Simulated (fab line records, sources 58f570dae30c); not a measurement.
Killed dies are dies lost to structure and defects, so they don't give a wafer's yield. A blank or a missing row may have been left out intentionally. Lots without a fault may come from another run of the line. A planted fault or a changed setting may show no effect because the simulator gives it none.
The same fault as seen by 2 desks + flow berkeley-cmos170 + numbers are kept per desk, each desk with only its own; the story behind them comes last

THE TOOL OWNER'S DESK: furnace-03
At UCB170_ACTIVE_ANNEAL_04 (time 900 s), the tool's own readings, given per lot that ran on this tool as the mean of the sampled wafers with a number. A lot is out of limits, marked OUT, if its mean lies more than 4 standard deviations from the usual mean; the brackets give that distance.
Columns: A = spike-tc-centre-C at UCB170_ACTIVE_ANNEAL_04, usual 1002.6 C; B = spike-tc-load-C at UCB170_ACTIVE_ANNEAL_04, usual 1026.3 C
| lot  | first seen here | A      | B      |
|------|-----------------|--------|--------|
| L766 | day 4 03:09     | 1002.7 | 1026.4 |
| L777 | day 6 16:31     | 1001.4 | 1026.6 |
| L778 | day 6 16:31     | 1002.1 | 1026.4 |
This desk found nothing out of limits on any of the 3 lots.

FROM THE METROLOGY DESK
What the gauges read, lot by lot, whatever tool the lot ran on: means of the sampled wafers that have a number. A lot is out of limits, marked OUT, if its mean lies more than 4 standard deviations from the usual mean; the brackets give that distance.
Columns: A = NWELL_NITRIDE_THK at UCB170_NWELL_THK_MEAS_05, usual 224.1 nm; B = SCREENOX_OXIDE_THK at UCB170_SCREENOX_THK_MEAS_02, usual 14.38 nm
| lot  | first seen here | A     | B     |
|------|-----------------|-------|-------|
| L765 | day 2 04:42     | 222.4 | 14.48 |
| L766 | day 2 09:49     | 224.9 | 14.49 |
| L768 | day 2 17:25     | 225.1 | 14.47 |
| L769 | day 3 02:15     | 223.1 | 14.20 |
| L770 | day 3 02:15     | 220.8 | 14.35 |
| L771 | day 3 14:07     | 223.6 | 14.66 |
| L772 | day 3 14:09     | 229.7 | 14.08 |
| L773 | day 3 20:57     | 222.2 | 14.48 |
| L775 | day 4 11:17     | 222.4 | 14.00 |
| L777 | day 5 00:47     | 228.3 | 14.30 |
| L778 | day 5 02:53     | 222.4 | 14.59 |
| L784 | day 6 05:59     | 222.8 | 14.21 |
| L785 | day 6 14:34     | 226.0 | -     |
| L786 | day 6 17:22     | 224.2 | -     |
| L787 | day 6 18:27     | 223.0 | -     |
This desk found nothing out of limits on any of the 15 lots.

PUT TOGETHER
Nothing out of limits was seen by the tool owner's desk.
Metrology desk: nothing out of limits seen.

WHAT HAD BEEN PUT IN BY THE SIMULATOR
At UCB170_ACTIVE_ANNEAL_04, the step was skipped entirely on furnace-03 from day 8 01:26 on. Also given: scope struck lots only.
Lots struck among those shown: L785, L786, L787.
